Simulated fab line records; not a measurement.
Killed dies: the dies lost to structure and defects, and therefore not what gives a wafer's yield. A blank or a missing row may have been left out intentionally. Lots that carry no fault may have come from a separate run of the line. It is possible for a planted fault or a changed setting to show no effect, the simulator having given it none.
A lot that was struck, set against a sound lot	flow rit_cmos	21 steps out of a route of 202
Sound: these wafers, L848.2, L848.4, L848.5. Struck: wafers L857.2, L857.3, L857.4. The cause comes at the end.
For every step that has rows: the tool of each side, followed by ch and its chambers, followed by its first start. Under that, the readings that differ: sound wafers	struck wafers	difference of the means	sigmas: that difference in standard deviations of wafers without a fault.
alike: readings with means less than 2 such deviations apart, plus words and numbers identical on both sides. not compared: withheld readings, readings lacking a value on some wafer, bounds such as >300 that could conceal the same value, and numbers that have no deviation in the record and whose values overlap.
The two part at a step that has a row with sigmas, a row that says differs or no value, or rows on one side only. Numbers that have no deviation but don't overlap get no sigmas and don't part them. A reading missing from all wafers of one side parts the sides only when that side holds two or more wafers.

RIT_GATE_CD_MEAS_16 targets a cd of 150 nm.
  sound: cd_sem-01 at day 3 14:53; struck: cd_sem-01 at day 5 17:35
  alike: cd_nm
RIT_GATE_OVL_MEAS_17:
  sound: overlay-01 at day 3 15:00; struck: overlay-01 at day 5 17:41
  alike: GATE_OVL
then, 1 step without rows for these wafers: RIT_GATE_HARDBAKE_18 (time 60 s).
RIT_GATE_ETCH_19: etches poly-Si in SF6/CHF3/O2, stops on SiO2, time 165 s, target depth 312.5 nm.
  sound on rie_si-01 ch 0,2, day 3 15:11; struck on rie_si-02 ch 0,2,3, day 5 17:52
  alike: CHF3_flow_sccm, drypump_motor_current_A, he_backside_leak_sccm, oes_product_au, rf_fwd_power_W, throttle_valve_pct
  not compared: rf_hours_counter_h
RIT_GATE_STRIP_20: strips in O2, time 180 s.
  sound on plasma_asher-04 ch 0,1, day 3 15:17; struck on plasma_asher-02 ch 0,1, day 5 17:58
  alike: drypump_motor_current_A
  not compared: rf_hours_counter_h
RIT_GATE_CD_MEAS_90 targets a cd of 150 nm.
  sound: cd_sem-02 at day 3 15:29; struck: cd_sem-02 at day 5 18:10
  alike: cd_nm
then, 4 steps without rows for these wafers: RIT_REOX_CLEAN_00 (cleans in SC1, time 600 s); RIT_REOX_CLEAN_01 (cleans in dHF, time 30 s); RIT_REOX_CLEAN_02 (cleans in SC2, time 600 s); RIT_REOX_OXIDATION_03 (target thk 25.2 nm, ox time 5580 s).
RIT_REOX_THK_MEAS_04:
  sound: film_metro-04 at day 3 18:31; struck: film_metro-01 at day 5 22:08
  alike: REOX_OXIDE_THK
then, 1 step without rows for these wafers: RIT_NLDD_HMDS_00 (prime time 60 s).
RIT_NLDD_COAT_01: resist thk 1000 nm.
  sound on litho_track-03 ch 0, day 3 18:44; struck on litho_track-04 ch 0, day 5 22:22
reading	sound	struck	difference	sigmas
spin_speed_rpm (rpm)	3247.4 3248.3 3252.0	2284.0 2281.4 2282.2	-966.7	-99 or more
model.NOVOLAK_of_NLDD_COAT_01.thk_nm (nm)	1002 1001 1001	1197 1195 1195	+194	
then, 4 steps without rows for these wafers: RIT_NLDD_SOFTBAKE_02 (time 60 s); RIT_NLDD_EXPOSE_03 (exposes mask M7, target cd 40700 nm); RIT_NLDD_PEB_04; RIT_NLDD_DEVELOP_05 (develop time 50 s).
RIT_NLDD_OVL_MEAS_06:
  sound: overlay-02 at day 3 19:32; struck: overlay-01 at day 5 23:10
  alike: NLDD_OVL
RIT_NLDD_HARDBAKE_07: time 60 s.
  sound on litho_track-03 ch 0, day 3 19:35; struck on litho_track-03 ch 0, day 5 23:14
reading	sound	struck	difference	sigmas
model.NOVOLAK_of_NLDD_COAT_01.thk_nm (nm)	885.1 884.5 884.9	1056 1054 1054	+170	
  alike: heater_power_total_W
next, for these wafers, 1 step has no rows: RIT_NLDD_IMPLANT_08.
RIT_M1_PROBE_99:
  the record has rows for the sound wafers here (prober-02, day 4 11:16) and none for the struck ones

## WHERE THEY PART
First at RIT_NLDD_COAT_01; last, within this record, at RIT_M1_PROBE_99.

WHY: the cause the simulator had injected
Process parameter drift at RIT_NLDD_COAT_01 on litho_track-04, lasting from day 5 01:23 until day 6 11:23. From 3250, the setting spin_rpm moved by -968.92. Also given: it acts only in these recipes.
